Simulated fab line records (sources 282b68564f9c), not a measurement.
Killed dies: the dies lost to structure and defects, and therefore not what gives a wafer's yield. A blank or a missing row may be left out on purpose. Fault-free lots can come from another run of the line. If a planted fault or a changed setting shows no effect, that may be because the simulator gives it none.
fab line records	flow rit_cmos
[record] lots = 7	wafers = 21	last_day = 7
route steps=202 shown PRETRO@72 GATE@75 FOX2@80
lots that met no fault: taken from a fault-free run of the same line
start_h: hours from the record's opening day to when the first of the lot's shown wafers began	wait_h: time in hours since the lot's previous step	" identical to the entry in the row above	L1.1+2: several wafers, shown together as one row	- no value present, or no start provided	* or withheld: withheld	< > ~ a bound
route shown NAME@n: a module of which the file shows steps, and the number in the route of the first	usual: the fault-free wafers' mean and standard deviation	same: alike in all rows	chamber/n: place in a boat	sites: each site's reading	_std_site: standard deviation across them	_edge_site: mean of outer sites minus mean of inner sites	radius_mm: how far each site lies from the wafer's centre	mask NAME#n: copy n	behind: the last tool/chamber to shape the wafer	hold: why the lot went on hold/how many hours it stayed there/how the hold came to an end	device: the transistor (n, p or np) that didn't switch	end of line: the route-end tests of the same wafers	a step without rows: its recipe alone	killed: at the first sort, the dies lost to defects and structure; wafer yield is something else	map: per-die view of a wafer (x killed, . not killed, _ where there is no die)
set.NAME: the run value of the setting; set.NAME@STEP: its run value at that earlier step	model.NAME: the simulator's own value behind a step, which no gauge read
lots at selected steps of the route; one table per step, one row per wafer
services: a tool's chamber out of use, with start hour (start_h, from the record's first day; less than 0 if before it), hours out, and reason
[[steps]]
[step RIT_PRETRO_IMPLANT_08]
[recipe] species = B	energy_kev = 45	dose_cm2 = 1.2e+13	tilt_deg = 7
[step RIT_PRETRO_STRIP_09]
[recipe] chemistry = O2	time_s = 180	resist = NOVOLAK	platen_temp_c = withheld	power_w = 500	pressure_mtorr = 4000	o2_flow_sccm = 4000
[usual] drypump_motor_current_A = 5.4/0.41
lot.wafer	tool	chamber	start_h	wait_h	drypump_motor_current_A	rf_hours_counter_h
L709.2	plasma_asher-01	1	57.52	0.1	4.9	26
L709.4	"	1	"	"	4.9	-
L709.5	"	0	"	"	5.8	-
L710.2	plasma_asher-01	0	61.57	0.1	5.7	27
L710.4	"	0	"	"	5.7	-
L710.5	"	0	"	"	5.7	-
L713.1	plasma_asher-02	1	76.68	0.1	5.5	44
L713.2	"	0	"	"	5.4	44
L713.6	"	1	"	"	5.5	-
L715.2	plasma_asher-01	0	85.97	0.1	5.7	29
L715.5	"	1	"	"	4.9	-
L715.6	"	0	"	"	5.8	-
L716.2	plasma_asher-01	1	91.17	0.1	4.9	30
L716.4	"	0	"	"	5.7	-
L716.5	"	1	"	"	4.9	-
L723.1	plasma_asher-02	0	127.73	0.1	5.4	1
L723.2	"	1	"	"	5.5	1
L723.6	"	0	"	"	5.4	-
L725.1	plasma_asher-03	1	137.25	0.1	5.9	47
L725.2	"	0	"	"	4.9	47
L725.4	"	0	"	"	4.9	-
[step RIT_PRETRO_TW_MEAS_10]
[usual] PRETRO_TW = 476.1/2.7
lot.wafer	tool	chamber	start_h	wait_h	PRETRO_TW
L709.2	film_metro-02	-	57.71	0.1	477.1
L709.4	"	-	"	"	479.5
L709.5	"	-	"	"	473.8
L710.2	film_metro-04	-	61.76	0.1	483.5
L710.4	"	-	"	"	482.4
L710.5	"	-	"	"	486.9
L713.1	film_metro-01	-	76.86	0.1	473.5
L713.2	"	-	"	"	474.6
L713.6	"	-	"	"	470.5
L715.2	film_metro-01	-	86.16	0.1	475.5
L715.5	"	-	"	"	475.6
L715.6	"	-	"	"	472.5
L716.2	film_metro-04	-	91.36	0.1	478.3
L716.4	"	-	"	"	477.2
L716.5	"	-	"	"	478.4
L723.1	film_metro-04	-	127.91	0.1	478.2
L723.2	"	-	"	"	475.2
L723.6	"	-	"	"	477.3
L725.1	film_metro-02	-	137.43	0.1	474.9
L725.2	"	-	"	"	473.2
L725.4	"	-	"	"	473.7
[step RIT_GATE_WET_ETCH_00]
[recipe] chemistry = BOE	target = SiO2	target_depth_nm = 56	time_s = 60	dry = n2_spin	dilution = 10:1	temp_c = 21.5
[step RIT_GATE_CLEAN_01]
[recipe] chemistry = SC1	mix = 3:3:50	time_s = 600	temp_c = 75
[step RIT_GATE_CLEAN_02]
[recipe] chemistry = dHF	dilution = 50:1	time_s = 30
[step RIT_GATE_CLEAN_03]
[recipe] chemistry = SC2	mix = 3:3:50	time_s = 600	temp_c = 75	dry = n2_spin
[step RIT_GATE_CLEAN_04]
[recipe] chemistry = dHF	dilution = 50:1	time_s = 60	dry = n2_spin
[step RIT_FOX2_THK_MEAS_91]
[recipe] reads = SiO2_of_FOX2_OXIDATION_00
[usual] FIELD_OXIDE_LEFT_2_THK = 252/7
lot.wafer	tool	chamber	start_h	wait_h	FIELD_OXIDE_LEFT_2_THK[nm]
L709.2	film_metro-04	-	58.19	0.0	243
L709.4	"	-	"	"	247
L709.5	"	-	"	"	250
L710.2	film_metro-02	-	62.25	0.0	253
L710.4	"	-	"	"	258
L710.5	"	-	"	"	252
L713.1	film_metro-04	-	77.33	0.0	246
L713.2	"	-	"	"	255
L713.6	"	-	"	"	250
L715.2	film_metro-03	-	86.64	0.0	251
L715.5	"	-	"	"	252
L715.6	"	-	"	"	254
L716.2	film_metro-02	-	91.83	0.0	260
L716.4	"	-	"	"	257
L716.5	"	-	"	"	257
L723.1	film_metro-02	-	128.40	0.0	255
L723.2	"	-	"	"	260
L723.6	"	-	"	"	253
L725.1	film_metro-03	-	137.90	0.0	258
L725.2	"	-	"	"	255
L725.4	"	-	"	"	254
[step RIT_GATE_OXIDATION_05]
[recipe] temp_c = 900	ambient = O2	target_thk_a = 30	ox_time_s = 270
[step RIT_GATE_ANNEAL_06]
[recipe] temp_c = 900	time_s = 600	ambient = N2O
[step RIT_GATE_THK_MEAS_07]
[recipe] reads = SiO2_of_GATE_OXIDATION_05
[usual] GATE_OXIDE_THK = 3.00/0.068
lot.wafer	tool	chamber	start_h	wait_h	GATE_OXIDE_THK[nm]
L709.2	film_metro-03	-	59.83	0.0	3.00
L709.4	"	-	"	"	3.12
L709.5	"	-	"	"	2.95
L710.2	film_metro-04	-	63.64	0.0	3.01
L710.4	"	-	"	"	2.99
L710.5	"	-	"	"	3.11
L713.1	film_metro-02	-	78.72	0.0	2.94
L713.2	"	-	"	"	2.97
L713.6	"	-	"	"	2.87
L715.2	film_metro-04	-	88.06	0.1	2.96
L715.5	"	-	"	"	2.97
L715.6	"	-	"	"	2.97
L716.2	film_metro-02	-	96.02	0.0	3.02
L716.4	"	-	"	"	2.97
L716.5	"	-	"	"	3.04
L723.1	film_metro-03	-	129.79	0.0	3.04
L723.2	"	-	"	"	3.00
L723.6	"	-	"	"	3.10
L725.1	film_metro-03	-	143.17	0.0	2.89
L725.2	"	-	"	"	2.91
L725.4	"	-	"	"	2.95
[step RIT_GATE_CVD_08]
[recipe] material = poly-Si	target_thk_nm = 250	temp_c = 610	precursor = SiH4	time_s = 2220	pressure_mtorr = 300	sih4_flow_sccm = 100
[usual] spike_tc_centre_C = 612.2/1.1	spike_tc_load_C = 632.3/2.2	spike_tc_source_C = 629.4/2.5	susceptor_temp_C = 609.94/0.27
lot.wafer	tool	chamber	start_h	wait_h	spike_tc_centre_C	spike_tc_load_C	spike_tc_source_C	susceptor_temp_C	model.poly-Si_of_GATE_CVD_08.thk_nm
L709.2	lpcvd-02	1	59.88	0.0	613.8	635.9	632.2	609.73	244.9
L709.4	"	1	"	"	610.5	635.0	631.7	609.62	244.3
L709.5	"	1	"	"	611.6	634.8	630.2	610.06	246.3
L710.2	lpcvd-01	0	63.69	0.0	613.6	631.0	626.4	609.83	245.2
L710.4	"	0	"	"	610.6	631.0	626.6	609.16	242.5
L710.5	"	0	"	"	614.8	630.0	627.1	609.99	246.4
L713.1	lpcvd-02	1	78.78	0.1	626.0	649.0	644.9	624.58	346.7
L713.2	"	1	"	"	626.9	649.0	644.8	624.18	349.8
L713.6	"	1	"	"	627.2	649.2	646.5	624.62	348
L715.2	lpcvd-02	1	88.11	0.0	626.8	649.0	644.6	624.66	351.2
L715.5	"	1	"	"	627.9	650.5	646.3	624.09	352.2
L715.6	"	1	"	"	626.6	649.6	646.0	624.32	350.6
L716.2	lpcvd-02	1	96.07	0.0	625.3	649.7	646.7	623.82	351.8
L716.4	"	1	"	"	625.6	647.1	645.8	624.42	350
L716.5	"	1	"	"	624.8	650.1	645.7	624.42	351.2
L723.1	lpcvd-01	1	129.85	0.1	613.7	630.5	628.2	610.69	252
L723.2	"	1	"	"	613.0	631.4	627.8	610.33	249.2
L723.6	"	1	"	"	612.0	631.7	629.4	610.36	250.6
L725.1	lpcvd-01	1	143.23	0.1	612.2	630.0	627.6	610.11	244
L725.2	"	1	"	"	611.9	630.9	629.7	609.72	246.4
L725.4	"	1	"	"	614.0	632.7	628.1	609.97	249.4
[step RIT_GATE_THK_MEAS_09]
[recipe] reads = poly-Si_of_GATE_CVD_08
[usual] GATE_POLY_THK = 248.0/2.2
lot.wafer	tool	chamber	start_h	wait_h	GATE_POLY_THK[nm]
L709.2	film_metro-03	-	61.50	0.0	244.8
L709.4	"	-	"	"	244.2
L709.5	"	-	"	"	246.4
L710.2	film_metro-03	-	65.32	0.0	245.2
L710.4	"	-	"	"	242.7
L710.5	"	-	"	"	246.3
L713.1	film_metro-02	-	80.40	0.0	346.8
L713.2	"	-	"	"	349.9
L713.6	"	-	"	"	347.9
L715.2	film_metro-04	-	89.74	0.0	351.2
L715.5	"	-	"	"	352.4
L715.6	"	-	"	"	350.6
L716.2	film_metro-04	-	97.69	0.0	351.7
L716.4	"	-	"	"	350.1
L716.5	"	-	"	"	351.2
L723.1	film_metro-03	-	131.46	0.0	252.0
L723.2	"	-	"	"	249.6
L723.6	"	-	"	"	250.5
L725.1	film_metro-02	-	144.85	0.0	243.9
L725.2	"	-	"	"	246.5
L725.4	"	-	"	"	249.4
[step RIT_GATE_HMDS_10]
[recipe] prime_time_s = 60	prime_temp_c = 140
[step RIT_GATE_COAT_11]
[recipe] resist = NOVOLAK	spin_rpm = 4250	resist_thk_nm = 850
[step RIT_GATE_SOFTBAKE_12]
[recipe] resist = NOVOLAK	temp_c = 90	time_s = 60
[step RIT_GATE_EXPOSE_13]
[recipe] mask_id = M6	na = 0.6	source_shape = conventional	sigma_outer = 0.6	target_cd_nm = 150	dose_mj = 380
[step RIT_GATE_PEB_14]
[recipe] resist = NOVOLAK	temp_c = withheld	time_s = withheld
[step RIT_GATE_DEVELOP_15]
[recipe] resist = NOVOLAK	develop_time_s = 50	dev_temp_c = 23
[step RIT_GATE_CD_MEAS_16]
[recipe] target_cd_nm = 150
[usual] cd_nm = 149.9/2.8
lot.wafer	tool	chamber	start_h	wait_h	cd_nm
L709.2	cd_sem-02	-	62.42	-	153.6
L709.4	"	-	"	"	153.2
L709.5	"	-	"	"	154.4
L710.2	cd_sem-01	-	66.24	-	153.9
L710.4	"	-	"	"	152.2
L710.5	"	-	"	"	152.4
L713.1	cd_sem-01	-	81.31	-	150.0
L713.2	"	-	"	"	151.1
L713.6	"	-	"	"	150.0
L715.2	cd_sem-02	-	90.66	-	145.7
L715.5	"	-	"	"	147.8
L715.6	"	-	"	"	148.4
L716.2	cd_sem-02	-	98.61	-	150.7
L716.4	"	-	"	"	149.6
L716.5	"	-	"	"	150.5
L723.1	cd_sem-02	-	132.64	-	148.0
L723.2	"	-	"	"	148.4
L723.6	"	-	"	"	148.7
L725.1	cd_sem-02	-	145.88	-	145.3
L725.2	"	-	"	"	144.6
L725.4	"	-	"	"	143.2
[step RIT_GATE_OVL_MEAS_17]
[usual] GATE_OVL = 0.1/1.3
lot.wafer	tool	chamber	start_h	wait_h	GATE_OVL[nm]
L709.2	overlay-02	-	62.53	0.1	-0.7
L709.4	"	-	"	"	0.2
L709.5	"	-	"	"	-0.4
L710.2	overlay-02	-	66.34	0.1	-0.1
L710.4	"	-	"	"	-1.3
L710.5	"	-	"	"	-0.1
L713.1	overlay-01	-	81.43	0.1	-1.4
L713.2	"	-	"	"	-0.6
L713.6	"	-	"	"	1.4
L715.2	overlay-02	-	90.77	0.1	0.5
L715.5	"	-	"	"	1.2
L715.6	"	-	"	"	-0.3
L716.2	overlay-01	-	98.72	0.1	-1.0
L716.4	"	-	"	"	0.7
L716.5	"	-	"	"	0.3
L723.1	overlay-02	-	132.76	0.1	-1.1
L723.2	"	-	"	"	-2.3
L723.6	"	-	"	"	-1.8
L725.1	overlay-02	-	146.00	0.1	-1.7
L725.2	"	-	"	"	-0.8
L725.4	"	-	"	"	-1.3
[step RIT_GATE_HARDBAKE_18]
[recipe] resist = NOVOLAK	temp_c = 140	time_s = 60
[step RIT_GATE_ETCH_19]
[recipe] chemistry = SF6/CHF3/O2	time_s = 165	SF6_flow_sccm = 30	CHF3_flow_sccm = 30	O2_flow_sccm = 5	target = poly-Si	pressure_mtorr = 40	rf_w = 160	target_depth_a = 3125	over_etch_frac = 0.25	stop_on = SiO2
[usual] drypump_motor_current_A = 5.8/0.55	oes_product_au = 0.846/0.016	throttle_valve_pct = 10.22/0.15
lot.wafer	tool	chamber	start_h	wait_h	drypump_motor_current_A	oes_product_au	rf_hours_counter_h	throttle_valve_pct	model.etch.depth_nm	model.GATE.feature_depth_nm
L709.2	rie_si-02	1	62.71	0.1	6.1	0.833	141	10.41	244.9	244.9
L709.4	"	3	"	"	6.6	0.829	35	10.08	244.3	244.3
L709.5	"	3	"	"	6.6	0.825	-	10.08	246.3	246.3
L710.2	rie_si-01	3	66.52	0.1	6.1	0.867	151	10.37	245.2	245.2
L710.4	"	2	"	"	6.0	0.833	0	10.17	242.5	242.5
L710.5	"	3	"	"	6.1	0.859	-	10.39	246.4	246.4
L713.1	rie_si-02	1	81.62	0.1	6.1	1.011	142	10.41	319.2	319.2
L713.2	"	0	"	"	4.8	1.018	81	10.19	316.6	316.6
L713.6	"	1	"	"	6.1	1.008	-	10.42	321	321
L715.2	rie_si-02	2	90.95	0.1	5.1	0.985	38	10.42	312.4	312.4
L715.5	"	2	"	"	5.1	0.968	-	10.41	307.9	307.9
L715.6	"	1	"	"	6.1	1.006	-	10.41	317.6	317.6
L716.2	rie_si-01	1	98.97	0.1	5.5	1.026	49	10.18	318.6	318.6
L716.4	"	0	"	"	6.0	1.025	4	10.02	317.4	317.4
L716.5	"	3	"	"	6.1	1.047	-	10.37	318.4	318.4
L723.1	rie_si-02	1	132.95	0.1	6.1	0.843	142	10.40	252	252
L723.2	"	0	"	"	4.8	0.856	81	10.19	249.2	249.2
L723.6	"	0	"	"	4.8	0.845	-	10.18	250.6	250.6
L725.1	rie_si-02	1	146.19	0.1	6.1	0.824	142	10.41	244	244
L725.2	"	0	"	"	4.8	0.840	81	10.19	246.4	246.4
L725.4	"	2	"	"	5.2	0.837	39	10.41	249.4	249.4
[step RIT_GATE_STRIP_20]
[recipe] chemistry = O2	time_s = 180	resist = NOVOLAK	platen_temp_c = withheld	power_w = 500	pressure_mtorr = 4000	o2_flow_sccm = 4000
[usual] drypump_motor_current_A = 5.6/0.51
lot.wafer	tool	chamber	start_h	wait_h	drypump_motor_current_A	rf_hours_counter_h
L709.2	plasma_asher-03	0	62.82	0.1	4.9	39
L709.4	"	0	"	"	4.9	-
L709.5	"	0	"	"	4.9	-
L710.2	plasma_asher-04	0	66.63	0.1	6.3	45
L710.4	"	1	"	"	6.3	-
L710.5	"	1	"	"	6.3	-
L713.1	plasma_asher-03	0	81.73	0.1	4.9	41
L713.2	"	1	"	"	5.9	41
L713.6	"	0	"	"	4.9	-
L715.2	plasma_asher-02	1	91.05	0.1	5.5	45
L715.5	"	0	"	"	5.4	-
L715.6	"	1	"	"	5.5	-
L716.2	plasma_asher-02	0	99.08	0.1	5.4	46
L716.4	"	0	"	"	5.4	-
L716.5	"	1	"	"	5.5	-
L723.1	plasma_asher-03	1	133.06	0.1	5.9	47
L723.2	"	0	"	"	4.9	47
L723.6	"	1	"	"	5.9	-
L725.1	plasma_asher-02	0	146.30	0.1	5.4	3
L725.2	"	1	"	"	5.5	3
L725.4	"	0	"	"	5.4	-
[[services]]
tool	chamber	start_h	hours	kind
rie_si-01	3	91.95	5.7	repair
plasma_asher-01	-	98.37	0.4	repair
plasma_asher-01	-	103.03	2.8	pm
rie_si-01	3	106.80	-	clean
rie_si-01	3	106.80	28.7	scheduled_down
rie_si-01	3	106.80	28.7	vent_cycle
plasma_asher-02	-	108.75	9.0	pm
plasma_asher-02	0	108.75	9.0	vent_cycle
plasma_asher-02	1	108.75	9.0	vent_cycle
rie_si-01	1	116.99	3.6	repair
plasma_asher-02	0	117.75	-	clean
plasma_asher-02	1	117.75	-	clean
plasma_asher-04	-	125.04	2.2	repair
[[key]]
[first_sign] step = RIT_GATE_CVD_08	reading = susceptor_temp_C	direction = up	sigmas = 53	usual = *	struck = *
[effect] step = RIT_GATE_CVD_08	reading = spike_tc_centre_C	direction = up	sigmas = 13	usual = 612.2	struck = 626.3
[effect] step = RIT_GATE_THK_MEAS_09	reading = GATE_POLY_THK	direction = up	sigmas = 47	usual = 248.0	struck = 350.2
[effect] step = RIT_GATE_ETCH_19	reading = oes_product_au	direction = up	sigmas = 10	usual = 0.846	struck = 1.010
[model_effect] step = RIT_GATE_CVD_08	value = poly-Si_of_GATE_CVD_08.thk_nm	without = 248.5	struck = 350.2
[model_effect] step = RIT_GATE_ETCH_19	value = etch.depth_nm	without = 248.5	struck = 316.6
met_at RIT_GATE_CVD_08
struck_wafers L713.1,L713.2,L713.6,L715.2,L715.5,L715.6,L716.2,L716.4,L716.5
later_rows_left_out L713.1,L713.2,L713.6,L715.2,L715.5,L715.6,L716.2,L716.4,L716.5
sort_left_out L713.1,L713.2,L713.6,L715.2,L715.5,L715.6,L716.2,L716.4,L716.5
tester_left_out L713,L715,L716
onset_between 59.88 78.78
[fault] kind = process_parameter_drift	tool = lpcvd-02	chamber = -	onset_h = 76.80	steps = RIT_GATE_CVD_08	channel = temp_c	offset = *	shape = step	end_h = 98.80	acts_in = *	stated = *
// tester_left_out: of these lots the tester's yield and bins aren't shown, on N5 and GAA mostly nor the transistor test; their killed dies are dies lost to structure and defects alone, not to doping, threshold or leakage, so they don't give the yield
// sort_left_out: the simulated sort isn't trusted on such a fault, so these wafers' sort isn't shown, and their yield isn't known
// later_rows_left_out: the simulator's readings of these wafers behind a module that went badly wrong aren't trusted and aren't shown, but for the sort
